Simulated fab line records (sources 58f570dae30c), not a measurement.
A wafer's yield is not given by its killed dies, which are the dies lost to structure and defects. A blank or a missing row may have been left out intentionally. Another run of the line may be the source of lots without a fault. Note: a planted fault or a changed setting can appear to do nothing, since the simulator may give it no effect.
fab line records	flow berkeley-cmos170
[record] lots = 5	wafers = 27
route steps=331 shown NWELL@27 SACOX@98 SPACER@171 M1@238 V1@265 M2@285 M3@331
start-h: the number of hours between the record's first day and the start of the first shown wafer of the lot	wait-h: time in hours since the lot's previous step	" the same as in the row above	L1.1+2: one row covering several wafers at once	- no value, or no start was given	* or withheld: withheld	< > ~ a bound
route shown NAME@n: a module of which the file shows steps, and the number in the route of the first	usual: mean and standard deviation over wafers with no fault	same: alike in all rows	chamber/n: place in a boat	sites: each site's reading	_std_site: the values' standard deviation	_edge_site: mean of outer sites minus mean of inner sites	radius-mm: how far each site lies from the wafer's centre	mask NAME#n: copy n	behind: the last tool/chamber to shape the wafer	hold: reason for holding the lot/hours on hold/outcome of the hold	device: the n, p or np transistor that did not switch	end of line: the tests these same wafers got at the end of their route	step lacking rows: just its recipe	killed: count of dies lost to structure and defects at first sort (not the wafer's yield)	map: the dies of a wafer, with x for killed, . for not killed, _ for no die there
set.NAME: the setting that was run; set.NAME@STEP: the one run at that earlier step	model.NAME: the simulator's own value behind a step, which no gauge read
one table per step and one row per wafer, for lots whose settings were changed on purpose
[[steps]]
[step UCB170_NWELL_ETCH_13]
[recipe] chemistry = CH3F/Ar/O2	target = Si3N4	stop-on = SiO2	CH3F_flow_sccm = 20	Ar_flow_sccm = 50	O2_flow_sccm = 7	pressure-mtorr = 50	rf-w = 450	target-depth-a = 2464	over-etch-frac = 0.1	time-s = 154
lot.wafer	tool	chamber	start-h	wait-h	set.time-s	model.etch.depth-nm	model.KrF_of_NWELL_COAT_07.thk-nm
L077.1	rie-diel-03	3	48.25	0.0	154	-	716.9
L077.2	"	2	"	"	200.4	-	675
L077.3	"	0	"	"	154	221.9	721.5
L077.4	"	1	"	"	200.4	223.9	666.9
L077.5	"	0	"	"	154	-	722.9
L077.6	"	3	"	"	200.4	222.9	670.5
L078.1	rie-diel-04	2	55.01	0.0	154	-	717.9
L078.2	"	1	"	"	111.5	-	762.8
L078.3	"	0	"	"	111.5	187.3	758.7
L078.4	"	3	"	"	154	228.6	716.2
L078.5	"	0	"	"	154	226.7	712.7
L078.6	"	1	"	"	111.5	-	765
L081.1	rie-diel-02	2	66.18	0.0	154	226.2	722.8
L081.2	"	3	"	"	154	225.1	731.1
L081.4	"	1	"	"	154	226.8	722.3
L083.1	rie-diel-03	0	73.95	0.0	91.17	-	791.5
L083.2	"	1	"	"	91.17	146.7	788
L083.3	"	3	"	"	154	-	725.4
L083.4	"	2	"	"	91.17	-	792
L083.5	"	0	"	"	154	225.2	726
L083.6	"	1	"	"	154	226.2	721.8
L084.1	rie-diel-03	0	79.82	0.0	224.7	224.8	645.6
L084.2	"	1	"	"	224.7	225.6	638.6
L084.3	"	3	"	"	224.7	224.7	646.3
L084.4	"	2	"	"	154	223.8	721.8
L084.5	"	3	"	"	154	225.8	719
L084.6	"	2	"	"	154	223.7	724.9
[step UCB170_NWELL_IMPLANT_14]
[recipe] species = P	dose-cm2 = 1e+13	energy-kev = 150	tilt-deg = 7
[step UCB170_NWELL_STRIP_15]
[recipe] chemistry = O2	power-w = 400	pressure-mtorr = 3500	platen-temp-c = withheld	o2-flow-sccm = 400	overash-fraction = 0.5
[usual] strip-time-to-endpoint-s = 17.98/0.11
lot.wafer	tool	chamber	start-h	wait-h	set.time-s@NWELL_ETCH_13	strip-time-to-endpoint-s
L077.1	plasma-asher-01	0	48.50	0.1	154	17.91
L077.2	"	1	"	"	200.4	16.90
L077.3	"	0	"	"	154	18.01
L077.4	"	1	"	"	200.4	16.72
L077.5	"	1	"	"	154	18.04
L077.6	"	0	"	"	200.4	16.79
L078.1	plasma-asher-03	1	55.26	0.1	154	17.93
L078.2	"	0	"	"	111.5	18.99
L078.3	"	0	"	"	111.5	18.90
L078.4	"	1	"	"	154	17.89
L078.5	"	1	"	"	154	17.80
L078.6	"	0	"	"	111.5	19.03
L081.1	plasma-asher-02	1	66.43	0.1	154	18.04
L081.2	"	0	"	"	154	18.23
L081.4	"	1	"	"	154	18.04
L083.1	plasma-asher-03	1	74.20	0.1	91.17	19.71
L083.2	"	0	"	"	91.17	19.61
L083.3	"	1	"	"	154	18.12
L083.4	"	0	"	"	91.17	19.70
L083.5	"	1	"	"	154	18.11
L083.6	"	0	"	"	154	18.01
L084.1	plasma-asher-03	1	80.08	0.1	224.7	16.21
L084.2	"	0	"	"	224.7	16.03
L084.3	"	1	"	"	224.7	16.22
L084.4	"	0	"	"	154	18.03
L084.5	"	0	"	"	154	17.95
L084.6	"	1	"	"	154	18.10
[step UCB170_SACOX_OXIDATION_01]
[recipe] temp-c = 900	ambient = O2	target-thk-a = 144	ox-time-s = 2400
lot.wafer	tool	chamber	start-h	wait-h	set.ox-time-s	model.SiO2_of_SACOX_OXIDATION_01.thk-nm
L077.1	-	-	-	5.4	1142	8.379
L077.2	"	-	"	"	1142	8.602
L077.3	"	-	"	"	1142	8.725
L077.4	"	-	"	"	1142	8.756
L077.5	"	-	"	"	1142	8.714
L077.6	"	-	"	"	1142	8.755
L078.1	-	-	-	5.4	2400	14.47
L078.2	"	-	"	"	2400	14.48
L078.3	"	-	"	"	2400	14.49
L078.4	"	-	"	"	2400	14.65
L078.5	"	-	"	"	2400	14.4
L078.6	"	-	"	"	2400	14.56
L081.1	furnace-02	0	125.88	3.5	2400	14.63
L081.2	"	0	"	"	2400	14.45
L081.4	"	0	"	"	2400	14.44
L083.1	-	-	-	1.8	3451	18.57
L083.2+4	"	-	"	"	3451	18.55
L083.3	"	-	"	"	3451	18.44
L083.5	"	-	"	"	3451	18.47
L083.6	"	-	"	"	3451	18.71
L084.1	-	-	-	1.5	2400	14.59
L084.2	"	-	"	"	2400	14.31
L084.3	"	-	"	"	2400	14.41
L084.4	"	-	"	"	2400	14.6
L084.5	"	-	"	"	2400	14.54
L084.6	"	-	"	"	2400	14.55
[step UCB170_SACOX_THK_MEAS_02]
[recipe] reads = SiO2_of_SACOX_OXIDATION_01
[usual] SACOX_OXIDE_THK = 14.42/0.23
lot.wafer	tool	chamber	start-h	wait-h	set.ox-time-s@SACOX_OXIDATION_01	SACOX_OXIDE_THK[nm]
L077.1	film-metro-01	-	-	-	1142	8.38
L077.2	"	-	"	"	1142	8.56
L077.3	"	-	"	"	1142	8.73
L077.4	"	-	"	"	1142	8.79
L077.5	"	-	"	"	1142	8.68
L077.6	"	-	"	"	1142	8.75
L078.1	film-metro-02	-	-	-	2400	14.47
L078.2	"	-	"	"	2400	14.50
L078.3	"	-	"	"	2400	14.47
L078.4	"	-	"	"	2400	14.67
L078.5	"	-	"	"	2400	14.42
L078.6	"	-	"	"	2400	14.51
L081.1	film-metro-01	-	127.61	0.1	2400	14.65
L081.2	"	-	"	"	2400	14.47
L081.4	"	-	"	"	2400	14.48
L083.1	film-metro-03	-	-	-	3451	18.59
L083.2	"	-	"	"	3451	18.53
L083.3	"	-	"	"	3451	18.45
L083.4	"	-	"	"	3451	18.61
L083.5	"	-	"	"	3451	18.48
L083.6	"	-	"	"	3451	18.71
L084.1	film-metro-02	-	-	-	2400	14.61
L084.2	"	-	"	"	2400	14.34
L084.3	"	-	"	"	2400	14.45
L084.4	"	-	"	"	2400	14.58
L084.5	"	-	"	"	2400	14.55
L084.6	"	-	"	"	2400	14.52
[step UCB170_SPACER_CVD_00]
[recipe] material = SiO2	target-thk-nm = 376	temp-c = 390	precursor = TEOS/O2	time-s = 47	rf-w = 550	pressure-mtorr = 9000
lot.wafer	tool	chamber	start-h	wait-h	set.time-s	model.SiO2_of_SPACER_CVD_00.thk-nm
L077.1	pecvd-04	2	151.84	0.0	32.88	265.9
L077.2	"	0	"	"	32.88	263.5
L077.3	"	1	"	"	32.88	268.1
L077.4	"	1	"	"	47	386.6
L077.5	"	2	"	"	47	381.5
L077.6	"	0	"	"	47	383.1
L078.1	pecvd-03	2	152.09	0.0	63.73	507.2
L078.2	"	1	"	"	47	378.9
L078.3	"	0	"	"	63.73	501.6
L078.4	"	0	"	"	47	370.5
L078.5	"	1	"	"	47	382.5
L078.6	"	2	"	"	63.73	518.6
L081.1	pecvd-04	2	158.20	0.0	47	373
L081.2	"	0	"	"	47	374.9
L081.4	"	2	"	"	47	383.2
L083.1	pecvd-04	0	168.70	0.0	47	380
L083.2	"	1	"	"	47	374.8
L083.3	"	2	"	"	47	377.3
L083.4	"	0	"	"	34.9	290.3
L083.5	"	1	"	"	34.9	286.7
L083.6	"	2	"	"	34.9	282.4
L084.1	pecvd-01	1	181.17	0.0	69.15	550.7
L084.2	"	0	"	"	47	371.5
L084.3	"	2	"	"	47	380
L084.4	"	1	"	"	69.15	562.4
L084.5	"	2	"	"	69.15	567.4
L084.6	"	0	"	"	47	374.7
[step UCB170_SPACER_THK_MEAS_01]
[recipe] reads = SiO2_of_SPACER_CVD_00
[usual] SPACER_TEOS_THK = 380/4.9
lot.wafer	tool	chamber	start-h	wait-h	set.time-s@SPACER_CVD_00	SPACER_TEOS_THK[nm]
L077.1	film-metro-01	-	151.88	0.0	32.88	266
L077.2	"	-	"	"	32.88	264
L077.3	"	-	"	"	32.88	268
L077.4	"	-	"	"	47	386
L077.5	"	-	"	"	47	382
L077.6	"	-	"	"	47	383
L078.1	film-metro-03	-	152.14	0.0	63.73	507
L078.2	"	-	"	"	47	379
L078.3	"	-	"	"	63.73	502
L078.4	"	-	"	"	47	371
L078.5	"	-	"	"	47	382
L078.6	"	-	"	"	63.73	519
L081.1	film-metro-03	-	158.24	0.0	47	373
L081.2	"	-	"	"	47	375
L081.4	"	-	"	"	47	383
L083.1	film-metro-03	-	168.82	0.1	47	380
L083.2	"	-	"	"	47	375
L083.3	"	-	"	"	47	377
L083.4	"	-	"	"	34.9	290
L083.5	"	-	"	"	34.9	287
L083.6	"	-	"	"	34.9	283
L084.1	film-metro-04	-	181.22	0.0	69.15	551
L084.2	"	-	"	"	47	372
L084.3	"	-	"	"	47	380
L084.4	"	-	"	"	69.15	562
L084.5	"	-	"	"	69.15	568
L084.6	"	-	"	"	47	375
[step UCB170_SPACER_ANNEAL_02]
[recipe] temp-c = 900	time-s = 1800	ambient = N2
[step UCB170_SPACER_ETCHBACK_03]
[recipe] stop-on = Si	target = SiO2	chemistry = CHF3/CF4/Ar	CHF3_flow_sccm = 50	cf4-flow-sccm = 10	Ar_flow_sccm = 120	pressure-mtorr = 200	rf-w = 500	target-depth-a = 3760	time-s = 100
lot.wafer	tool	chamber	start-h	wait-h	set.time-s@SPACER_CVD_00	model.etch.depth-nm
L077.1+2	rie-diel-03	0,1	155.99	0.0	32.88	-
L077.3	"	2	"	"	32.88	268.1
L077.4	"	3	"	"	47	386.6
L077.5	"	0	"	"	47	-
L077.6	"	3	"	"	47	383.1
L078.1+6	rie-diel-02	1,3	155.99	0.0	63.73	-
L078.2	"	0	"	"	47	-
L078.3	"	2	"	"	63.73	433.2
L078.4	"	3	"	"	47	370.5
L078.5	"	2	"	"	47	382.5
L081.1	rie-diel-02	1	161.01	0.0	47	373
L081.2	"	2	"	"	47	374.9
L081.4	"	0	"	"	47	383.2
L083.1+3	rie-diel-02	3,1	172.54	0.0	47	-
L083.2	"	2	"	"	47	374.8
L083.4	"	0	"	"	34.9	-
L083.5	"	1	"	"	34.9	286.7
L083.6	"	0	"	"	34.9	282.4
L084.1	rie-diel-04	1	184.12	0.0	69.15	423.1
L084.2	"	3	"	"	47	371.5
L084.3	"	0	"	"	47	380
L084.4	"	2	"	"	69.15	433.6
L084.5	"	1	"	"	69.15	420.8
L084.6	"	0	"	"	47	374.7
[step UCB170_M1_SPUTTER_00]
[recipe] material = Al	target-thk-nm = 600	time-s = 80	power-w = 6000	chamber-pressure-pa = 0.5
lot.wafer	tool	chamber	start-h	wait-h	set.time-s	model.Al_of_M1_SPUTTER_00.thk-nm
L078.1	pvd-sputter-04	-	176.24	0.0	63.56	473.3
L078.2	"	-	"	"	63.56	482.2
L078.3	"	-	"	"	80	602.6
L078.4	"	-	"	"	80	597.3
L078.5	"	-	"	"	80	596.1
L078.6	"	-	"	"	63.56	474.6
L081.1	pvd-sputter-03	-	176.24	0.0	80	595.4
L081.2	"	-	"	"	80	590
L081.4	"	-	"	"	80	590.9
L077.1	pvd-sputter-04	-	176.30	0.1	42.59	317.9
L077.2	"	-	"	"	42.59	311.3
L077.3	"	-	"	"	80	593.9
L077.4	"	-	"	"	80	599
L077.5	"	-	"	"	42.59	313.1
L077.6	"	-	"	"	80	597.6
L083.1	pvd-sputter-04	-	185.01	0.0	53.04	406.3
L083.2	"	-	"	"	80	602.4
L083.3	"	-	"	"	53.04	410.3
L083.4	"	-	"	"	53.04	406.7
L083.5	"	-	"	"	80	602.8
L083.6	"	-	"	"	80	610.1
L084.1	pvd-sputter-03	-	200.70	0.0	80	598.9
L084.2	"	-	"	"	80	601.5
L084.3	"	-	"	"	80	595.8
L084.4	"	-	"	"	80	594.9
L084.5	"	-	"	"	80	596.8
L084.6	"	-	"	"	80	593.3
[step UCB170_M1_RS_MEAS_01]
[recipe] thk-meas-gauge = four-point-probe	reads = Al_of_M1_SPUTTER_00
[usual] M1_AL_RS = 0.0486/0.00046
lot.wafer	tool	chamber	start-h	wait-h	set.time-s@M1_SPUTTER_00	M1_AL_RS[ohm/sq]
L078.1	film-metro-03	-	176.30	0.0	63.56	0.0618
L078.2	"	-	"	"	63.56	0.0607
L078.3	"	-	"	"	80	0.0484
L078.4	"	-	"	"	80	0.0487
L078.5	"	-	"	"	80	0.0489
L078.6	"	-	"	"	63.56	0.0618
L081.1	film-metro-04	-	176.30	0.0	80	0.0487
L081.2	"	-	"	"	80	0.0492
L081.4	"	-	"	"	80	0.0492
L077.1	film-metro-03	-	176.48	0.1	42.59	0.0931
L077.2	"	-	"	"	42.59	0.0951
L077.3	"	-	"	"	80	0.0490
L077.4	"	-	"	"	80	0.0487
L077.5	"	-	"	"	42.59	0.0944
L077.6	"	-	"	"	80	0.0488
L083.1	film-metro-03	-	185.07	0.0	53.04	0.0722
L083.2	"	-	"	"	80	0.0484
L083.3	"	-	"	"	53.04	0.0715
L083.4	"	-	"	"	53.04	0.0722
L083.5	"	-	"	"	80	0.0483
L083.6	"	-	"	"	80	0.0478
L084.1	film-metro-04	-	200.76	0.0	80	0.0485
L084.2	"	-	"	"	80	0.0483
L084.3	"	-	"	"	80	0.0487
L084.4	"	-	"	"	80	0.0487
L084.5	"	-	"	"	80	0.0488
L084.6	"	-	"	"	80	0.0490
[step UCB170_M1_THK_MEAS_02]
[recipe] thk-meas-gauge = xrf	reads = Al_of_M1_SPUTTER_00
[usual] M1_AL_THK = 615/7.3
lot.wafer	tool	chamber	start-h	wait-h	set.time-s@M1_SPUTTER_00	M1_AL_THK[nm]
L078.1	film-metro-03	-	176.42	0.1	63.56	488
L078.2	"	-	"	"	63.56	496
L078.3	"	-	"	"	80	621
L078.4	"	-	"	"	80	615
L078.5	"	-	"	"	80	615
L078.6	"	-	"	"	63.56	490
L081.1	film-metro-04	-	176.42	0.1	80	608
L081.2	"	-	"	"	80	602
L081.4	"	-	"	"	80	603
L077.1	film-metro-03	-	176.60	0.1	42.59	327
L077.2	"	-	"	"	42.59	321
L077.3	"	-	"	"	80	614
L077.4	"	-	"	"	80	617
L077.5	"	-	"	"	42.59	322
L077.6	"	-	"	"	80	614
L083.1	film-metro-03	-	185.19	0.1	53.04	417
L083.2	"	-	"	"	80	623
L083.3	"	-	"	"	53.04	423
L083.4	"	-	"	"	53.04	420
L083.5	"	-	"	"	80	621
L083.6	"	-	"	"	80	631
L084.1	film-metro-04	-	200.88	0.1	80	612
L084.2	"	-	"	"	80	614
L084.3	"	-	"	"	80	608
L084.4	"	-	"	"	80	609
L084.5	"	-	"	"	80	616
L084.6	"	-	"	"	80	610
[step UCB170_M1_COAT_03]
[recipe] resist = BARC	temp-c = withheld	time-s = withheld	spin-rpm = 3000	resist-thk-nm = withheld
[step UCB170_M1_COAT_04]
[recipe] resist = KrF	spin-rpm = 1500	resist-thk-nm = 900
[step UCB170_M1_ETCH_11]
[recipe] chemistry = N2/H2	target-depth-a = withheld	overetch-a = withheld	target = BARC	time-s = withheld	source-w = 500	bias-w = 100	pressure-mtorr = 30	n2-flow-sccm = 100	h2-flow-sccm = 200
[step UCB170_M1_METAL_ETCH_12]
[recipe] chemistry = Cl2/BCl3	target = Al	stop-on = PSG	pressure-mtorr = 12	target-depth-a = 7800	over-etch-frac = 0.3	time-s = 130	icp-w = 600	bias-w = 120	Cl2_flow_sccm = 90	bcl3-flow-sccm = 45
[usual] oes-product-au = 0.859/0.01
lot.wafer	tool	chamber	start-h	wait-h	set.time-s@M1_SPUTTER_00	oes-product-au
L078.1	rie-metal-03	0	178.59	-	63.56	0.762
L078.2	"	0	"	"	63.56	0.769
L078.3	"	0	"	"	80	0.858
L078.4	"	0	"	"	80	0.855
L078.5	"	0	"	"	80	0.859
L078.6	"	0	"	"	63.56	0.761
L081.1	rie-metal-04	1	178.91	-	80	0.840
L081.2	"	0	"	"	80	0.843
L081.4	"	1	"	"	80	0.838
L077.1	rie-metal-03	0	179.06	-	42.59	0.638
L077.2	"	0	"	"	42.59	0.620
L077.3	"	0	"	"	80	0.856
L077.4	"	0	"	"	80	0.856
L077.5	"	0	"	"	42.59	0.642
L077.6	"	0	"	"	80	0.858
L083.1	rie-metal-02	1	187.28	-	53.04	0.713
L083.2	"	0	"	"	80	0.868
L083.3	"	1	"	"	53.04	0.723
L083.4	"	0	"	"	53.04	0.706
L083.5	"	1	"	"	80	0.869
L083.6	"	0	"	"	80	0.872
L084.1	rie-metal-04	1	202.67	-	80	0.848
L084.2	"	0	"	"	80	0.847
L084.3	"	0	"	"	80	0.851
L084.4	"	1	"	"	80	0.834
L084.5	"	0	"	"	80	0.853
L084.6	"	1	"	"	80	0.844
[step UCB170_V1_DEVELOP_11]
[recipe] developer = TMAH	develop-time-s = 45	resist = KrF	dev-temp-c = 21
lot.wafer	tool	chamber	start-h	wait-h	set.develop-time-s
L078.1+2+3+4+5+6	litho-track-01	0	-	-	45
L081.1+2+4	litho-track-01	0	-	-	45
L077.1+3+5	litho-track-04	0	-	-	22.64
L077.2+4+6	"	0	"	"	45
L083.1+2+5	litho-track-03	0	-	-	30.23
L083.3+4+6	"	0	"	"	45
L084.1+2+6	litho-track-01	0	-	-	45
L084.3+4+5	"	0	"	"	62.07
[step UCB170_V1_CD_MEAS_12]
[recipe] target-cd-nm = 700
[usual] cd-nm = 700.2/0.97
lot.wafer	tool	chamber	start-h	wait-h	set.develop-time-s@V1_DEVELOP_11	cd-nm
L078.1	cd-sem-01	-	185.82	-	45	700.2
L078.2	"	-	"	"	45	700.1
L078.3	"	-	"	"	45	698.0
L078.4	"	-	"	"	45	700.8
L078.5	"	-	"	"	45	700.2
L078.6	"	-	"	"	45	699.7
L081.1	cd-sem-01	-	186.09	-	45	701.2
L081.2	"	-	"	"	45	701.0
L081.4	"	-	"	"	45	698.3
L077.1	cd-sem-02	-	186.39	-	22.64	695.2
L077.2	"	-	"	"	45	700.8
L077.3	"	-	"	"	22.64	695.7
L077.4	"	-	"	"	45	700.8
L077.5	"	-	"	"	22.64	696.8
L077.6	"	-	"	"	45	700.6
L083.1	cd-sem-02	-	195.13	-	30.23	697.4
L083.2	"	-	"	"	30.23	697.7
L083.3	"	-	"	"	45	700.4
L083.4	"	-	"	"	45	701.7
L083.5	"	-	"	"	30.23	696.4
L083.6	"	-	"	"	45	700.4
L084.1	cd-sem-01	-	208.78	-	45	699.9
L084.2	"	-	"	"	45	700.9
L084.3	"	-	"	"	62.07	701.7
L084.4	"	-	"	"	62.07	701.7
L084.5	"	-	"	"	62.07	701.9
L084.6	"	-	"	"	45	700.1
[step UCB170_M2_DEVELOP_14]
[recipe] developer = TMAH	develop-time-s = 45	resist = KrF	dev-temp-c = 21
lot.wafer	tool	chamber	start-h	wait-h	set.develop-time-s
L078.1+2+3+4+5+6	litho-track-02	0	-	-	45
L081.1+2+4	litho-track-02	0	-	-	45
L077.1+4+5	litho-track-03	0	-	-	36.55
L077.2+3+6	"	0	"	"	45
L083.1+2+4	litho-track-03	0	-	-	30.22
L083.3+5+6	"	0	"	"	45
L084.1+2+3+4+5+6	litho-track-03	0	-	-	45
[step UCB170_M2_CD_MEAS_15]
[recipe] target-cd-nm = 700
[usual] cd-nm = 700.1/1.2
lot.wafer	tool	chamber	start-h	wait-h	set.develop-time-s@M2_DEVELOP_14	cd-nm
L078.1	cd-sem-01	-	189.60	-	45	700.0
L078.2	"	-	"	"	45	700.5
L078.3	"	-	"	"	45	700.4
L078.4	"	-	"	"	45	699.4
L078.5	"	-	"	"	45	700.5
L078.6	"	-	"	"	45	700.0
L081.1	cd-sem-01	-	190.21	-	45	700.5
L081.2	"	-	"	"	45	700.4
L081.4	"	-	"	"	45	700.0
L077.1	cd-sem-02	-	190.28	-	36.55	700.6
L077.2	"	-	"	"	45	698.8
L077.3	"	-	"	"	45	698.2
L077.4	"	-	"	"	36.55	700.5
L077.5	"	-	"	"	36.55	701.7
L077.6	"	-	"	"	45	698.4
L083.1	cd-sem-01	-	198.83	-	30.22	702.2
L083.2	"	-	"	"	30.22	702.6
L083.3	"	-	"	"	45	700.4
L083.4	"	-	"	"	30.22	702.2
L083.5	"	-	"	"	45	700.1
L083.6	"	-	"	"	45	699.5
L084.1	cd-sem-01	-	211.94	-	45	701.2
L084.2	"	-	"	"	45	700.8
L084.3	"	-	"	"	45	700.8
L084.4	"	-	"	"	45	701.2
L084.5	"	-	"	"	45	701.7
L084.6	"	-	"	"	45	700.8
[step UCB170_M3_PROBE_99]
lot.wafer	tool	chamber	start-h	wait-h	set.time-s@SPACER_CVD_00	model.etest.nldd.line-ohm-um	model.etest.pldd.line-ohm-um	model.etest.pldd.rs-ohm-sq
L078.1	prober-02	-	198.32	0.1	63.73	1202	1825	1133
L078.3	prober-02	-	198.42	0.2	63.73	1233	1822	1124
L078.4	prober-02	-	198.47	0.2	47	1228	1814	1133
L078.5	prober-02	-	198.52	0.2	47	1228	1804	1137
L078.6	prober-02	-	198.57	0.2	63.73	1231	1816	1125
L077.1	prober-01	-	198.92	0.1	32.88	148	156.4	98.87
L077.2	prober-01	-	198.97	0.1	32.88	103.1	134	86.56
L077.4	prober-01	-	199.07	0.2	47	1236	1770	1123
L077.5	prober-01	-	199.12	0.2	47	1244	1757	1118
L077.6	prober-01	-	199.17	0.2	47	1229	1761	1123
L081.4	prober-02	-	199.34	0.2	47	1197	1757	1094
L083.3	prober-01	-	205.89	0.2	47	1275	1852	1105
L083.4	prober-01	-	205.94	0.2	34.9	215.3	177.9	108.5
L083.5	prober-01	-	205.99	0.2	34.9	171.4	164.4	100.7
L083.6	prober-01	-	206.04	0.2	34.9	149.8	157.8	95.58
L084.1	prober-02	-	221.07	0.1	69.15	-	-	-
L084.2	prober-02	-	221.12	0.1	47	1267	1754	1081
L084.3	prober-02	-	221.17	0.2	47	1242	1770	1073
L084.4	prober-02	-	221.22	0.2	69.15	1266	1852	1122
L084.5	prober-02	-	221.27	0.2	69.15	1236	1798	1114
L084.6	prober-02	-	221.32	0.2	47	1276	1639	996.3
// killed by level:class
L081.4 ACTIVE:area-etch=5
[[key]]
[split] step = UCB170_NWELL_ETCH_13	setting = time-s	stated = 154	by = wafer
[response] step = UCB170_NWELL_ETCH_13	reading = model.etch.depth-nm	shape = bent	at-lowest = 146.7	at-stated = 225.4	at-highest = 225
[response] step = UCB170_NWELL_ETCH_13	reading = model.KrF_of_NWELL_COAT_07.thk-nm	change = -1.67	per = 1%	r = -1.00
[response] step = UCB170_NWELL_STRIP_15	reading = strip-time-to-endpoint-s	change = *	per = 1%	r = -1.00
[split] step = UCB170_SACOX_OXIDATION_01	setting = ox-time-s	stated = 2400	by = lot
[response] step = UCB170_SACOX_OXIDATION_01	reading = model.SiO2_of_SACOX_OXIDATION_01.thk-nm	change = +0.103	per = 1%	r = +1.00
[response] step = UCB170_SACOX_THK_MEAS_02	reading = SACOX_OXIDE_THK	change = +0.104	per = 1%	r = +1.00
[split] step = UCB170_SPACER_CVD_00	setting = time-s	stated = 47	by = wafer
[response] step = UCB170_SPACER_CVD_00	reading = model.SiO2_of_SPACER_CVD_00.thk-nm	change = +3.82	per = 1%	r = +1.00
[response] step = UCB170_SPACER_THK_MEAS_01	reading = SPACER_TEOS_THK	change = +3.82	per = 1%	r = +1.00
[response] step = UCB170_SPACER_ETCHBACK_03	reading = model.etch.depth-nm	shape = bent	at-lowest = 268.1	at-stated = 377.7	at-highest = 425.8
[response] step = UCB170_M3_PROBE_99	reading = model.etest.pldd.line-ohm-um	shape = bent	at-lowest = 145.2	at-stated = 1768	at-highest = 1825
[response] step = UCB170_M3_PROBE_99	reading = model.etest.nldd.line-ohm-um	shape = bent	at-lowest = 125.6	at-stated = 1242	at-highest = 1251
[response] step = UCB170_M3_PROBE_99	reading = model.etest.pldd.rs-ohm-sq	shape = bent	at-lowest = 92.72	at-stated = 1098	at-highest = 1118
[split] step = UCB170_M1_SPUTTER_00	setting = time-s	stated = 80	by = wafer
[response] step = UCB170_M1_SPUTTER_00	reading = model.Al_of_M1_SPUTTER_00.thk-nm	change = +5.97	per = 1%	r = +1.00
[response] step = UCB170_M1_RS_MEAS_01	reading = M1_AL_RS	change = -0.00085	per = 1%	r = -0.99
[response] step = UCB170_M1_THK_MEAS_02	reading = M1_AL_THK	change = +6.18	per = 1%	r = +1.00
[response] step = UCB170_M1_METAL_ETCH_12	reading = oes-product-au	change = +0.0047	per = 1%	r = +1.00
[split] step = UCB170_V1_DEVELOP_11	setting = develop-time-s	stated = 45	by = wafer
[response] step = UCB170_V1_CD_MEAS_12	reading = cd-nm	change = +0.0836	per = 1%	r = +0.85
[split] step = UCB170_M2_DEVELOP_14	setting = develop-time-s	stated = 45	by = wafer
[response] step = UCB170_M2_CD_MEAS_15	reading = cd-nm	change = -0.086	per = 1%	r = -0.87
